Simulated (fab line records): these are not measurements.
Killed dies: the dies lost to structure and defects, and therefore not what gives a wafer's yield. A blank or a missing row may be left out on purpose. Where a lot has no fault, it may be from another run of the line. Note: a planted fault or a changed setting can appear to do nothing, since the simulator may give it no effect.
Split-lot study	flow rit cmos	5 lots, 23 wafers read, on a route of 202 steps

THE SPLIT ITSELF
At RIT_PWELL_IMPLANT_08, the setting dose cm2 was moved away from the recipe's 7e+13 on 5 of the 23 wafers read, by -4.7% to +4.5%. For the rest of the wafers, this setting stayed at what the recipe calls for.

FROM THE SPLIT TO THE READING: what the file shows between them, 2 steps
- RIT_PWELL_STRIP_09: strips in O2, time 180 s
- RIT_WELLDRIVE_ANNEAL_00: time 14700 s

THE READING
Measured at RIT_WELLDRIVE_RS_MEAS_02 by four-point probe: PWELL_RS, in ohm/sq. Fault-free wafers of this fab line usually give 429.9 ohm/sq, standard deviation 1 ohm/sq.

wafer	tool, chamber at the split	dose cm2 as run	against the recipe	PWELL_RS, ohm/sq	against lot-mates on the recipe
L078.1	implanter-04, 0	7e+13	recipe	430.5	-
L078.2	implanter-04, 0	7e+13	recipe	427.9	-
L078.3	implanter-04, 0	7e+13	recipe	429.6	-
L078.4	implanter-04, 0	7e+13	recipe	430.5	-
L078.5	implanter-04, 0	7e+13	recipe	430.1	-
L079.1	implanter-03, 0	7.313e+13	+4.5%	419.7	-10.7
L079.2	implanter-03, 0	7e+13	recipe	429.5	-
L079.3	implanter-03, 0	7e+13	recipe	431.3	-
L079.4	implanter-03, 0	7.313e+13	+4.5%	419.1	-11.3
L079.5	implanter-03, 0	7.313e+13	+4.5%	418.1	-12.3
L080.1	implanter-02, 0	7e+13	recipe	429.0	-
L080.3	implanter-02, 0	7e+13	recipe	428.8	-
L080.4	implanter-02, 0	6.668e+13	-4.7%	441.2	+12.6
L080.5	implanter-02, 0	7e+13	recipe	428.0	-
L080.6	implanter-02, 0	6.668e+13	-4.7%	442.6	+14.0
L083.1	implanter-02, 0	7e+13	recipe	429.0	-
L083.2	implanter-02, 0	7e+13	recipe	430.1	-
L083.3	implanter-02, 0	7e+13	recipe	428.8	-
L083.4	implanter-02, 0	7e+13	recipe	428.9	-
L083.5	implanter-02, 0	7e+13	recipe	430.5	-
L085.1	implanter-02, 0	7e+13	recipe	429.1	-
L085.5	implanter-02, 0	7e+13	recipe	430.2	-
L085.6	implanter-02, 0	7e+13	recipe	429.8	-

FIT RESULTS
A straight line over all 23 wafers: PWELL_RS changes by -2.47 ohm/sq for each +1% of dose cm2; r = -0.99; the points scatter about the line by 0.92 ohm/sq.
The same after taking each lot's own level away (the mean of its wafers on the recipe; 23 wafers): -2.67 ohm/sq for each +1%; r = -0.99; scatter 0.8 ohm/sq.
On that fit, the largest move of dose cm2 shifts the reading by 13 ohm/sq.
From 428.60 to 430.40 ohm/sq: that is the span of the lots' own levels, equal to 1.8 times the standard deviation above.
The two slopes agree, so the slope changes little with the lot-to-lot level.
Check: for one of the wafers moved furthest among these (-4.7%), held out of the fit, the line's prediction against its lot-mates is +12.8 ohm/sq. Against them it came out at +12.6 ohm/sq.

ADDITIONAL SPLITS CARRIED BY THESE WAFERS
These wafers also went through other splits before the reading. Each is held against what the fit with the lots' levels taken away leaves over:
other split on the same wafers	wafers away from the commonest value	r with PWELL_RS (lot level and that fit taken away)
RIT_ACTIVE_CVD_03 time s	18	+0.16
RIT_ACTIVE_ETCH_13 rf w	8	+0.06
RIT_ACTIVE_STRIP_14 pressure mtorr	18	+0.16

FILE'S OWN FIT
PWELL_RS changes by -2.69 ohm/sq for each +1% of dose cm2, r = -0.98.
